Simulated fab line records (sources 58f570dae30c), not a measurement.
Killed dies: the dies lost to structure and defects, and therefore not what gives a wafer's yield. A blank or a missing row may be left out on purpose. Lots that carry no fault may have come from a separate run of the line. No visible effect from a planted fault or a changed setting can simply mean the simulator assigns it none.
Split-lot study / flow berkeleyCmos170 / 23 wafers read from 5 lots, route of 331 steps

SPLIT DETAILS
At UCB170_M3_EXPOSE_12 (exposes mask METAL3, target cd 700 nm), the setting doseMj was moved away from the recipe's 26 on 8 of the 23 wafers read, by -5.7% to +7.2%. For the rest of the wafers, this setting stayed at what the recipe calls for.

FROM THE SPLIT TO THE READING: what the file shows between them, 6 steps
- UCB170_M3_PEB_13
- UCB170_M3_DEVELOP_14: develop time 45 s
- UCB170_M3_CD_MEAS_15: target cd 700 nm
- UCB170_M3_ETCH_17: etches BARC in N2/H2
- UCB170_M3_METAL_ETCH_18: etches Al in Cl2/BCl3, stops on SiO2, target depth 1170 nm, time 195 s (also split here: overEtchFrac)
- UCB170_M3_STRIP_19: strips in O2

THE READING
cdNm (nm) at UCB170_M3_CD_MEAS_90, where the cd target is 700 nm. Fault-free wafers of this fab line usually give 700.6 nm, standard deviation 2.3 nm.

wafer=L078.1; tool, chamber at the split=krfScanner-01, 0; doseMj as run=26; against the recipe=recipe; cdNm, nm=704.7; against lot-mates on the recipe=-
wafer=L078.2; tool, chamber at the split=krfScanner-01, 0; doseMj as run=24.51; against the recipe=-5.7%; cdNm, nm=710.3; against lot-mates on the recipe=+5.3
wafer=L078.3; tool, chamber at the split=krfScanner-01, 0; doseMj as run=24.51; against the recipe=-5.7%; cdNm, nm=715.9; against lot-mates on the recipe=+10.9
wafer=L078.4; tool, chamber at the split=krfScanner-01, 0; doseMj as run=26; against the recipe=recipe; cdNm, nm=705.3; against lot-mates on the recipe=-
wafer=L078.5; tool, chamber at the split=krfScanner-01, 0; doseMj as run=24.51; against the recipe=-5.7%; cdNm, nm=716.3; against lot-mates on the recipe=+11.3
wafer=L082.1; tool, chamber at the split=krfScanner-01, 0; doseMj as run=26; against the recipe=recipe; cdNm, nm=701.1; against lot-mates on the recipe=-
wafer=L082.3; tool, chamber at the split=krfScanner-01, 0; doseMj as run=26; against the recipe=recipe; cdNm, nm=699.0; against lot-mates on the recipe=-
wafer=L082.4; tool, chamber at the split=krfScanner-01, 0; doseMj as run=26; against the recipe=recipe; cdNm, nm=700.3; against lot-mates on the recipe=-
wafer=L082.5; tool, chamber at the split=krfScanner-01, 0; doseMj as run=26; against the recipe=recipe; cdNm, nm=700.5; against lot-mates on the recipe=-
wafer=L082.6; tool, chamber at the split=krfScanner-01, 0; doseMj as run=26; against the recipe=recipe; cdNm, nm=700.5; against lot-mates on the recipe=-
wafer=L083.1; tool, chamber at the split=krfScanner-01, 0; doseMj as run=27.86; against the recipe=+7.2%; cdNm, nm=688.1; against lot-mates on the recipe=-12.5
wafer=L083.2; tool, chamber at the split=krfScanner-01, 0; doseMj as run=27.86; against the recipe=+7.2%; cdNm, nm=688.3; against lot-mates on the recipe=-12.4
wafer=L083.3; tool, chamber at the split=krfScanner-01, 0; doseMj as run=26; against the recipe=recipe; cdNm, nm=700.3; against lot-mates on the recipe=-
wafer=L083.4; tool, chamber at the split=krfScanner-01, 0; doseMj as run=27.86; against the recipe=+7.2%; cdNm, nm=686.2; against lot-mates on the recipe=-14.4
wafer=L083.5; tool, chamber at the split=krfScanner-01, 0; doseMj as run=26; against the recipe=recipe; cdNm, nm=701.0; against lot-mates on the recipe=-
wafer=L084.2; tool, chamber at the split=krfScanner-02, 0; doseMj as run=26; against the recipe=recipe; cdNm, nm=697.5; against lot-mates on the recipe=-
wafer=L084.5; tool, chamber at the split=krfScanner-02, 0; doseMj as run=26; against the recipe=recipe; cdNm, nm=696.6; against lot-mates on the recipe=-
wafer=L084.6; tool, chamber at the split=krfScanner-02, 0; doseMj as run=26; against the recipe=recipe; cdNm, nm=698.3; against lot-mates on the recipe=-
wafer=L085.2; tool, chamber at the split=krfScanner-02, 0; doseMj as run=26; against the recipe=recipe; cdNm, nm=703.0; against lot-mates on the recipe=-
wafer=L085.3; tool, chamber at the split=krfScanner-02, 0; doseMj as run=26; against the recipe=recipe; cdNm, nm=701.6; against lot-mates on the recipe=-
wafer=L085.4; tool, chamber at the split=krfScanner-02, 0; doseMj as run=27.75; against the recipe=+6.7%; cdNm, nm=692.3; against lot-mates on the recipe=-9.6
wafer=L085.5; tool, chamber at the split=krfScanner-02, 0; doseMj as run=26; against the recipe=recipe; cdNm, nm=701.2; against lot-mates on the recipe=-
wafer=L085.6; tool, chamber at the split=krfScanner-02, 0; doseMj as run=27.75; against the recipe=+6.7%; cdNm, nm=692.4; against lot-mates on the recipe=-9.5

FIT RESULTS
A straight line over all 23 wafers: cdNm changes by -1.87 nm for each +1% of doseMj; r = -0.94; the points scatter about the line by 2.7 nm.
The same after taking each lot's own level away (the mean of its wafers on the recipe; 23 wafers): -1.65 nm for each +1%; r = -0.98; scatter 1.4 nm.
On that fit, the largest move of doseMj shifts the reading by 12 nm.
From 697.47 to 705.00 nm: that is the span of the lots' own levels, equal to 3.3 times the standard deviation above.
Thus the slope moves with the lot-to-lot level: the two fits are different.
Check: -11.8 nm against its lot-mates is what the line predicts for one of the wafers moved furthest among these (+7.2%) when that wafer is left out of the fit. Against them it came out at -12.5 nm.

FURTHER SPLITS ON THESE WAFERS
Note: prior to the reading, these wafers also went through further splits. Each is held against what the fit with the lots' levels taken away leaves over:
other split on the same wafers=UCB170_M3_METAL_ETCH_18 overEtchFrac; wafers away from the commonest value=8; r with cdNm (lot level and that fit taken away)=-0.55

THE WHOLE CHAIN: every reading that the file lists as answering this split, in the file's order
step=UCB170_M3_CD_MEAS_15; what it does=target cd 700 nm; reading=cdNm; change (the file's fit)=-1.75 nm for each +1% of the setting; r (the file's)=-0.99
step=UCB170_M3_ETCH_17; what it does=etches BARC in N2/H2; reading=M3.cdNm (the simulator's own value, which no gauge read); change (the file's fit)=-1.74 nm for each +1% of the setting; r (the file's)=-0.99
step=UCB170_M3_CD_MEAS_90; what it does=target cd 700 nm; reading=cdNm; change (the file's fit)=-1.63 nm for each +1% of the setting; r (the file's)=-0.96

THE FILE'S OWN FIT
cdNm changes by -1.63 nm for each +1% of doseMj, r = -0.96.
